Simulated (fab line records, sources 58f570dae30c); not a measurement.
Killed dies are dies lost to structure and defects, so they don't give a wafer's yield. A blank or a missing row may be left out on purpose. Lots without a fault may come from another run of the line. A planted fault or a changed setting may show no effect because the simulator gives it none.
Problem report in the 8D (eight disciplines) form, filled by code | flow berkeley_cmos170 | the parts of the form that need people (team, actions taken, sign-off) are left out

1. THE PROBLEM
strip_time_to_endpoint_s at UCB170_V1_STRIP_15 reads a mean of 13.12 s on 9 wafers of 3 lots; wafers without a fault read 15.33 s with a standard deviation of 0.18. That is -12 standard deviations from the usual mean.
The step: strips in O2.
First seen on wafer L559.3, day 10 10:34, on plasma_asher-02. The record holds 45 wafers of 15 lots with a number at this step. Rule for "out", or "out of limits": more than 4 standard deviations from the usual mean. The other wafers with a number count as sound.

2. WHAT IT IS AND WHAT IT IS NOT
question                    | is                               | is not
which readings at this step | strip_time_to_endpoint_s         | drypump_motor_current_A, oes_product_au
which lots                  | L559, L562, L564                 | L546, L547, L549, L551, L552, L553, L554, L555, L556, L557, L567, L569
which wafers of those lots  | all that have a number           | -
read on which tools         | plasma_asher-02, plasma_asher-03 | plasma_asher-01
when                        | from day 10 10:34                | up to then (30 sound wafers); but 6 sound wafers of L567, L569 came after

3. SUSPECTS, AND WHAT RULES EACH OUT
Counting: a tool at a process step up to the reading stays a suspect if it ran every lot that is out and no sound lot after the first of them.
- rie_diel-04 at UCB170_V1_ETCH_14 (etches SiO2 in CHF3/CF4/Ar, stops on Al, target depth 1250 nm, time 291 s): kept. It ran every lot that is out, first L559 (day 10 10:21), and no sound lot after that; its last sound lot up to then is L556 (day 9 19:31).
Left after counting: rie_diel-04 at UCB170_V1_ETCH_14.

4. THE CAUSE (what the simulator had put in)
Process parameter drift: rie_diel-04, from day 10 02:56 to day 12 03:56, at UCB170_V1_ETCH_14. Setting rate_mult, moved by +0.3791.
Counting left only this tool.

5. THE CHAIN OF EFFECTS, in route order
Each row: a reading whose mean over the struck wafers that have a number lies more than 3 standard deviations from the usual. Only readings for which the record gives a usual standard deviation are gone through. hours: the time from each lot's start at the first step in this table that gives one to its start at this step, as a median over the lots. sigmas: the change in usual standard deviations.
hours | step               | reading                  | usual   | on struck wafers | change | sigmas
0     | UCB170_V1_STRIP_15 | strip_time_to_endpoint_s | 15.33 s | 13.12            | -2.21  | -12
The process steps in it:
- UCB170_V1_STRIP_15: strips in O2.
Later measuring or inspecting steps at which every struck wafer that the step has a row for has a number for every such reading, and none has moved that far: UCB170_V2_OVL_MEAS_13.

6. WHAT WOULD HAVE CAUGHT IT SOONER
In this record the first reading out of limits was taken at day 10 10:34, 8 hours after the fault began at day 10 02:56.
Of the tool readings at UCB170_V1_ETCH_14 for which the record gives a usual standard deviation, none was out on any struck wafer, so an alarm limit of 4 standard deviations on them would not have fired.
Of the lots that are out (3), L564, L562 began UCB170_V1_ETCH_14 on rie_diel-04 after day 10 10:34. A hold on the tool at that time would have spared those 2.
